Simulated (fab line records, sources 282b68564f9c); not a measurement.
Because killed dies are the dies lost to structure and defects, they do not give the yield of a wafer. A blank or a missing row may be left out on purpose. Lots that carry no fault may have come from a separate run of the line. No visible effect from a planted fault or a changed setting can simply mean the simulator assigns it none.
A struck lot beside a sound one | flow ritCmos | 16 out of 202 route steps
Sound: these wafers, L926.1, L926.4, L926.6. Wafers L938.1, L938.5, L938.6 were the ones struck. The cause comes at the end.
Per side, at each step with rows, come the tool, then ch with its chambers, and then its first start. Under that, the readings that differ: sound wafers | struck wafers | difference of the means | sigmas: that difference in standard deviations of wafers without a fault.
alike: a reading whose means differ by less than 2 such deviations, as well as words and numbers matching on both sides. not compared: withheld readings; readings where some wafer has no value; bounds like >300 that might hide an equal value; numbers whose values overlap and for which the record gives no deviation.
Wherever a step has rows on one side only, a row that says differs or no value, or a row with sigmas, the two part there. Numbers that have no deviation but don't overlap get no sigmas and don't part them. Lack of a reading on every wafer of one side parts them only where that side has two or more wafers.

first, 4 steps without rows for these wafers: RIT_ACTIVE_SOFTBAKE_07 (time 60 s); RIT_ACTIVE_EXPOSE_08 (exposes mask M1, target cd 1400 nm); RIT_ACTIVE_PEB_09; RIT_ACTIVE_DEVELOP_10 (develop time 50 s).
RIT_ACTIVE_CD_MEAS_11: the cd target is 1400 nm.
  sound on cdSem-01 at day 1 15:21; struck on cdSem-02 at day 4 02:35
  alike: cdNm
then, 1 step without rows for these wafers: RIT_ACTIVE_HARDBAKE_12 (time 60 s).
RIT_ACTIVE_ETCH_13: etches Si3N4 in SF6, stops on SiO2, time 210 s, target depth 210 nm.
  sound on rieDiel-02 ch 2,3, day 1 15:37; struck on rieDiel-02 ch 0,1,2, day 4 02:51
  alike: drypumpMotorCurrentA, oesProductAu, throttleValvePct
  not compared: rfHoursCounterH
RIT_ACTIVE_STRIP_14: strips in O2, time 180 s.
  sound on plasmaAsher-01 ch 0,1, day 1 15:45; struck on plasmaAsher-03 ch 0,1, day 4 02:59
  alike: drypumpMotorCurrentA, o2FlowSccm
  not compared: rfHoursCounterH
RIT_ACTIVE_CD_MEAS_90: the cd target is 1400 nm.
  sound on cdSem-02 at day 1 15:56; struck on cdSem-01 at day 4 03:10
  alike: cdNm
then, 3 steps without rows for these wafers: RIT_ACTIVE_CLEAN_15 (cleans in SC1, time 600 s); RIT_ACTIVE_CLEAN_16 (cleans in dHF, time 30 s); RIT_ACTIVE_CLEAN_17 (cleans in SC2, time 600 s).
RIT_FOX1_OXIDATION_00: target thk 350.7 nm, ox time 1130 s.
  sound on furnace-04 ch 0, day 1 16:36; struck on furnace-04 ch 0, day 4 04:52
reading                                    | sound           | struck               | difference | sigmas
oxTimeS (s)                                | 1130 1130 1130  | 1638.5 1638.5 1638.5 | +508.5     | 
model.SiO2_of_FOX1_OXIDATION_00.thkNm (nm) | 352 353.5 357.7 | 444.6 444.6 441.6    | +89.2      | 
  alike: zonePowerLoadPct
RIT_FOX1_THK_MEAS_01:
  sound on filmMetro-04 at day 1 17:55; struck on filmMetro-03 at day 4 06:11
reading             | sound       | struck      | difference | sigmas
FOX1_OXIDE_THK (nm) | 352 354 358 | 444 445 442 | +89        | +12
then, 1 step without rows for these wafers: RIT_FOX1_WET_ETCH_02 (etches SiO2 in BOE, target depth 350 nm, time 390 s).
RIT_M1_PROBE_99:
  sound on prober-01 at day 3 09:49; struck on prober-01 at day 5 23:13
reading                           | sound                | struck               | difference | sigmas
model.etest.nldd.widthNm (nm)     | 3175 3173 3159       | 3027 2994 2989       | -166       | 
model.etest.pldd.widthNm (nm)     | 3174 3171 3156       | 3014 3005 2993       | -163       | 
model.etest.nplusSal.widthNm (nm) | 3451 3457 3434       | 3349 3324 3339       | -110       | 
model.etest.pplusSal.widthNm (nm) | 3454 3461 3428       | 3350 3330 3335       | -109       | 
model.etest.nmosNarrow.driveUaUm  | 230.1 225.5 224.7    | 182.5 177.1 176.3    | -48.1      | 
model.etest.pmosNarrow.driveUaUm  | 103.4 100.6 101.6    | 84.53 82.7 83.4      | -18.32     | 
model.etest.fieldPMetal.vtV (V)   | -29.06 -28.97 -28.83 | -27.22 -27.55 -27.01 | +1.69      | 
model.etest.fieldP.vtV (V)        | -12.65 -12.52 -12.55 | -12.16 -12.25 -12.15 | +0.39      | 
  alike: killedAtFrontEnd, killedDies, killedOpen, killedShort

## WHERE THEY PART
Only at RIT_FOX1_THK_MEAS_01, within this record. Later steps at which nothing parts them and some readings are alike: RIT_M1_PROBE_99.

WHY: what had been put in by the simulator
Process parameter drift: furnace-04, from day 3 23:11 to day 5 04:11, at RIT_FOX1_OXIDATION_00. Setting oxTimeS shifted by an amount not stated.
